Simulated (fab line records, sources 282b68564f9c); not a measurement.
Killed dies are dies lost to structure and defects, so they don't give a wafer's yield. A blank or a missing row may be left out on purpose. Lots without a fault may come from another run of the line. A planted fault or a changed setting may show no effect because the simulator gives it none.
Which tool did it? | flow rit_cmos | 15 lots, 45 wafers sampled, at 5 steps of a route of 202

WHAT THE GAUGES READ, wafer by wafer
RIT_ACTIVE_THK_MEAS_02.
lot  | measured    | on            | ACTIVE_OXIDE_THK (nm)
L707 | day 1 20:46 | film_metro-03 | 48.3 48.3 48.1
L708 | day 2 00:43 | film_metro-04 | 45.4 44.9 45.0
L709 | day 2 03:47 | film_metro-03 | 47.6 47.7 47.7
L712 | day 2 18:04 | film_metro-03 | 47.3 47.0 47.4
L713 | day 2 23:14 | film_metro-04 | 47.7 48.4 48.2
L714 | day 3 04:36 | film_metro-01 | 48.4 48.4 48.4
L715 | day 3 09:05 | film_metro-01 | 55.4 55.8 56.1
L717 | day 3 19:05 | film_metro-03 | 54.7 55.2 54.3
L718 | day 4 00:05 | film_metro-03 | 54.4 53.7 54.3
L719 | day 4 05:12 | film_metro-03 | 47.7 47.0 47.3
L721 | day 4 15:03 | film_metro-04 | 47.7 47.6 47.8
L724 | day 5 06:29 | film_metro-01 | 47.5 46.7 47.1
L726 | day 5 18:38 | film_metro-01 | 47.3 47.1 47.3
L727 | day 5 21:39 | film_metro-01 | 46.7 46.9 46.5
L728 | day 6 02:36 | film_metro-04 | 46.4 46.4 47.0

RIT_FOX2_THK_MEAS_90.
lot  | measured    | on            | FIELD_OXIDE_LEFT_1_THK (nm)
L707 | day 2 05:56 | film_metro-01 | 335 335 334
L708 | day 2 09:16 | film_metro-04 | 321 324 326
L709 | day 2 13:02 | film_metro-01 | 314 313 314
L712 | day 3 01:49 | film_metro-02 | 329 323 328
L713 | day 3 07:50 | film_metro-01 | 329 327 327
L714 | day 3 13:31 | film_metro-02 | 336 338 333
L715 | day 3 16:27 | film_metro-04 | 330 328 337
L717 | day 4 03:52 | film_metro-02 | 328 325 327
L718 | day 4 08:59 | film_metro-02 | 317 320 325
L719 | day 4 14:09 | film_metro-04 | 338 335 338
L721 | day 4 23:55 | film_metro-01 | 329 329 331
L724 | day 5 14:02 | film_metro-02 | 328 323 327
L726 | day 6 02:08 | film_metro-01 | 318 313 317
L727 | day 6 09:51 | film_metro-01 | 319 317 321
L728 | day 6 17:14 | film_metro-04 | 328 325 330

RIT_GATE_OVL_MEAS_17.
lot  | measured    | on         | GATE_OVL (nm)
L707 | day 3 00:11 | overlay-02 | -0.3 2.7 2.4
L708 | day 3 03:31 | overlay-01 | 1.5 -1.0 -0.7
L709 | day 3 06:09 | overlay-01 | 1.4 -1.5 0.6
L712 | day 3 20:38 | overlay-02 | 0.2 0.7 0.0
L713 | day 4 00:51 | overlay-01 | -0.7 -0.3 -0.4
L714 | day 4 06:04 | overlay-01 | 0.5 0.1 -1.1
L715 | day 4 11:00 | overlay-01 | -0.4 0.1 -0.2
L717 | day 4 21:30 | overlay-02 | -0.6 1.3 0.7
L718 | day 5 02:13 | overlay-01 | -1.5 -0.8 -0.5
L719 | day 5 09:28 | overlay-01 | 1.4 0.6 1.0
L721 | day 5 20:00 | overlay-02 | 1.4 0.3 -1.4
L724 | day 6 13:14 | overlay-02 | -0.3 2.0 -1.0
L726 | day 7 01:37 | overlay-01 | -0.9 -1.0 0.7
L727 | day 7 09:53 | overlay-01 | 0.4 -1.1 1.3
L728 | day 7 15:17 | overlay-01 | 1.0 2.1 2.6

WHICH TOOL RAN EACH LOT (tool, then ch and the chambers of the sampled wafers, then the start)
lot  | RIT_ACTIVE_OXIDATION_01      | RIT_PRETRO_STRIP_09
L707 | furnace-04 ch 0, day 1 18:50 | plasma_asher-03 ch 0,1, day 2 18:53
L708 | furnace-01 ch 0, day 1 22:47 | plasma_asher-01 ch 1, day 2 22:22
L709 | furnace-04 ch 0, day 2 01:50 | plasma_asher-02 ch 0,1, day 3 00:44
L712 | furnace-04 ch 0, day 2 16:07 | plasma_asher-03 ch 0,1, day 3 14:56
L713 | furnace-03 ch 0, day 2 21:16 | plasma_asher-01 ch 0,1, day 3 19:31
L714 | furnace-04 ch 0, day 3 02:40 | plasma_asher-02 ch 0,1, day 4 01:12
L715 | furnace-04 ch 0, day 3 07:08 | plasma_asher-01 ch 0,1, day 4 04:22
L717 | furnace-04 ch 0, day 3 17:08 | plasma_asher-01 ch 0,1, day 4 15:52
L718 | furnace-04 ch 0, day 3 22:08 | plasma_asher-02 ch 0,1, day 4 21:05
L719 | furnace-03 ch 0, day 4 03:14 | plasma_asher-03 ch 0,1, day 5 02:32
L721 | furnace-03 ch 0, day 4 13:07 | plasma_asher-01 ch 0,1, day 5 12:16
L724 | furnace-01 ch 0, day 5 04:33 | plasma_asher-03 ch 0,1, day 6 02:48
L726 | furnace-03 ch 0, day 5 16:43 | plasma_asher-03 ch 0,1, day 6 16:37
L727 | furnace-03 ch 0, day 5 19:43 | plasma_asher-01 ch 0,1, day 7 01:51
L728 | furnace-01 ch 0, day 6 00:38 | plasma_asher-02 ch 0,1, day 7 06:49
- RIT_ACTIVE_OXIDATION_01: target thk 46.8 nm, ox time 3360 s.
- RIT_PRETRO_STRIP_09: strips in O2, time 180 s.

WHAT THE TOOLS THEMSELVES READ (means of the sampled wafers that have a number; where no wafer has one, the mark that the record gives instead)
RIT_ACTIVE_OXIDATION_01.
lot  | tool       | spike_tc_centre_C (C) | spike_tc_load_C (C) | spike_tc_source_C (C) | tube_center_temp_C (C) | tube_center_temp_C_max | zone_power_source_pct (%)
L707 | furnace-04 | 999.5                 | 1025.6              | 1020.2                | 999.95                 | 1002.4                 | 34.1
L708 | furnace-01 | 1001.4                | 1026.4              | 1025.9                | 999.93                 | 1002.6                 | 32.4
L709 | furnace-04 | 1000.0                | 1025.7              | 1020.0                | 999.95                 | 1002.3                 | 34.0
L712 | furnace-04 | 1000.8                | 1025.1              | 1019.2                | 999.98                 | 1002.4                 | 33.9
L713 | furnace-03 | 1003.1                | 1030.0              | 1021.0                | 999.99                 | 1002.4                 | 33.6
L714 | furnace-04 | 1000.5                | 1024.9              | 1020.1                | 999.96                 | 1002.9                 | 34.2
L715 | furnace-04 | 1016.1                | 1039.5              | 1035.4                | 1015.10                | 1017.5                 | 35.1
L717 | furnace-04 | 1014.8                | 1040.9              | 1035.3                | 1014.97                | 1017.5                 | 35.5
L718 | furnace-04 | 1015.6                | 1040.1              | 1035.0                | 1015.00                | 1017.4                 | 35.3
L719 | furnace-03 | 1003.6                | 1029.6              | 1021.7                | 999.96                 | 1002.5                 | 33.7
L721 | furnace-03 | 1003.5                | 1030.6              | 1021.8                | 1000.02                | 1002.6                 | 33.3
L724 | furnace-01 | 1000.8                | 1027.3              | 1026.1                | 999.98                 | 1002.5                 | 33.0
L726 | furnace-03 | 1003.4                | 1030.8              | 1021.5                | 999.97                 | 1002.7                 | 33.7
L727 | furnace-03 | 1003.2                | 1030.6              | 1022.0                | 999.87                 | 1002.2                 | 33.1
L728 | furnace-01 | 999.9                 | 1026.9              | 1027.1                | 1000.04                | 1002.5                 | 32.7

RIT_PRETRO_STRIP_09.
lot  | tool            | drypump_motor_current_A (A)
L707 | plasma_asher-03 | 6.0
L708 | plasma_asher-01 | 5.0
L709 | plasma_asher-02 | 5.5
L712 | plasma_asher-03 | 5.9
L713 | plasma_asher-01 | 5.2
L714 | plasma_asher-02 | 5.6
L715 | plasma_asher-01 | 5.4
L717 | plasma_asher-01 | 5.2
L718 | plasma_asher-02 | 5.5
L719 | plasma_asher-03 | 6.0
L721 | plasma_asher-01 | 5.2
L724 | plasma_asher-03 | 6.0
L726 | plasma_asher-03 | 6.0
L727 | plasma_asher-01 | 5.3
L728 | plasma_asher-02 | 5.6

THE ANSWER, worked out from the rows above alone
Rule: what is usual is taken from the lots themselves. Put in order of their means at a reading, lots are off if they are a third of the lots or fewer, leave a main group of 4 or more, and stand apart from it by a gap of 3 or more times the standard deviation of the main group's means; of several such gaps the widest counts. A main group whose means are all the same, to the digits that the tables above print for the reading, isn't used. A lot without any number at a reading at which 4 lots or more have one is off too. The other lots that the step has rows for count as sound. The gauges are gone through in route order, then the tools' own readings, and for those a lot's mean is taken as printed above. The first step at which some lot is off is used, and at that step the reading that is off furthest; a lot without a number counts as furthest.
Off: L715, L717, L718, at RIT_ACTIVE_THK_MEAS_02 (ACTIVE_OXIDE_THK). The main group: mean 47.3 nm, standard deviation 0.85.
A tool fits if, at a process step before that reading, it ran every lot that is off, and no sound lot after the first of them. The gauges at RIT_ACTIVE_THK_MEAS_02 aren't tried: what is off there is off at RIT_ACTIVE_OXIDATION_01 too, on other tools, and a gauge's error can't cause that. One fits: furnace-04 at RIT_ACTIVE_OXIDATION_01. Its last sound lot is L714 (day 3 02:40), its first lot that is off L715 (day 3 07:08): a fault that began between those two fits.
The tool's own readings at RIT_ACTIVE_OXIDATION_01 bear it out: on the lots that are off they differ by more than 5 times the standard deviation of the sound lots' means. spike_tc_centre_C reads 1015.5 C there against 1001.6 C on the sound lots; spike_tc_load_C reads 1040.2 C there against 1027.8 C on the sound lots; spike_tc_source_C reads 1035.2 C there against 1022.2 C on the sound lots; tube_center_temp_C reads 1015.02 C there against 999.97 C on the sound lots; tube_center_temp_C_max reads 1017.5 there against 1002.5 on the sound lots.

WHAT THE SIMULATOR HAD PUT IN
Process parameter drift: furnace-04, from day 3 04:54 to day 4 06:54, at RIT_ACTIVE_OXIDATION_01. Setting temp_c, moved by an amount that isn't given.
Lots struck among those shown: L715, L717, L718. The rule above found the same.
